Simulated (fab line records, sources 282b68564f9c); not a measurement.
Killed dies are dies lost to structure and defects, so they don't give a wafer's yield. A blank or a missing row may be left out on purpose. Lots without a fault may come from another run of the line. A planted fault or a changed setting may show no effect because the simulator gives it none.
Which tool did it? | flow rit_cmos | 7 lots, 21 wafers sampled, at 4 steps of a route of 202

WHAT THE GAUGES READ, wafer by wafer
RIT_SPACER_THK_MEAS_04.
lot  | measured    | on            | SPACER_NITRIDE_THK (nm)
L835 | day 3 12:28 | film_metro-01 | 246.0 246.0 246.4
L838 | day 4 03:43 | film_metro-02 | 244.0 244.3 244.9
L842 | day 4 20:10 | film_metro-01 | 244.6 245.3 245.1
L844 | day 5 05:36 | film_metro-01 | 245.9 244.6 246.6
L846 | day 5 16:11 | film_metro-04 | 241.8 242.0 241.0
L849 | day 6 07:26 | film_metro-02 | 262.0 257.9 261.2
L855 | day 7 12:14 | film_metro-02 | 245.6 243.6 245.5

WHICH TOOL RAN EACH LOT (tool, then ch and the chambers of the sampled wafers, then the start)
lot  | RIT_ACTIVE_STRIP_14                 | RIT_PWELL_STRIP_09                  | RIT_SPACER_CVD_03
L835 | plasma_asher-03 ch 0,1, day 2 03:11 | plasma_asher-01 ch 0,1, day 2 11:51 | lpcvd-01 ch 0, day 3 10:32
L838 | plasma_asher-01 ch 0,1, day 2 15:50 | plasma_asher-01 ch 0,1, day 3 00:10 | lpcvd-02 ch 0, day 4 00:50
L842 | plasma_asher-01 ch 0,1, day 3 12:41 | plasma_asher-03 ch 0, day 3 20:02   | lpcvd-01 ch 0, day 4 18:14
L844 | plasma_asher-02 ch 0,1, day 3 22:12 | plasma_asher-04 ch 0,1, day 4 05:30 | lpcvd-01 ch 0, day 5 03:41
L846 | plasma_asher-01 ch 0,1, day 4 08:43 | plasma_asher-01 ch 0,1, day 4 16:18 | lpcvd-01 ch 0, day 5 13:17
L849 | plasma_asher-03 ch 0,1, day 5 00:15 | plasma_asher-03 ch 0,1, day 5 07:45 | lpcvd-01 ch 0, day 6 05:32
L855 | plasma_asher-01 ch 0,1, day 6 04:58 | plasma_asher-03 ch 0,1, day 6 12:32 | lpcvd-02 ch 0, day 7 10:19
- RIT_ACTIVE_STRIP_14: strips in O2, time 180 s.
- RIT_PWELL_STRIP_09: strips in O2, time 180 s.
- RIT_SPACER_CVD_03: deposits Si3N4 from SiH2Cl2/NH3, target thk 250 nm, time 3226 s.

THE ANSWER, worked out from the rows above alone
Rule: what is usual is taken from the lots themselves. Put in order of their means at a reading, lots are off if they are a third of the lots or fewer, leave a main group of 4 or more, and stand apart from it by a gap of 3 or more times the standard deviation of the main group's means; of several such gaps the widest counts. A main group whose means are all the same, to the digits that the tables above print for the reading, isn't used. A lot without any number at a reading at which 4 lots or more have one is off too. The other lots that the step has rows for count as sound.
Off: L849, at RIT_SPACER_THK_MEAS_04 (SPACER_NITRIDE_THK). The main group: mean 244.6 nm, standard deviation 1.5.
A tool fits if, at a process step before that reading, it ran every lot that is off, and no sound lot after the first of them. The gauges at RIT_SPACER_THK_MEAS_04 are tried like those tools. Can't be told from this: 2 tools fit, plasma_asher-03 at RIT_ACTIVE_STRIP_14, lpcvd-01 at RIT_SPACER_CVD_03.

WHAT THE SIMULATOR HAD PUT IN
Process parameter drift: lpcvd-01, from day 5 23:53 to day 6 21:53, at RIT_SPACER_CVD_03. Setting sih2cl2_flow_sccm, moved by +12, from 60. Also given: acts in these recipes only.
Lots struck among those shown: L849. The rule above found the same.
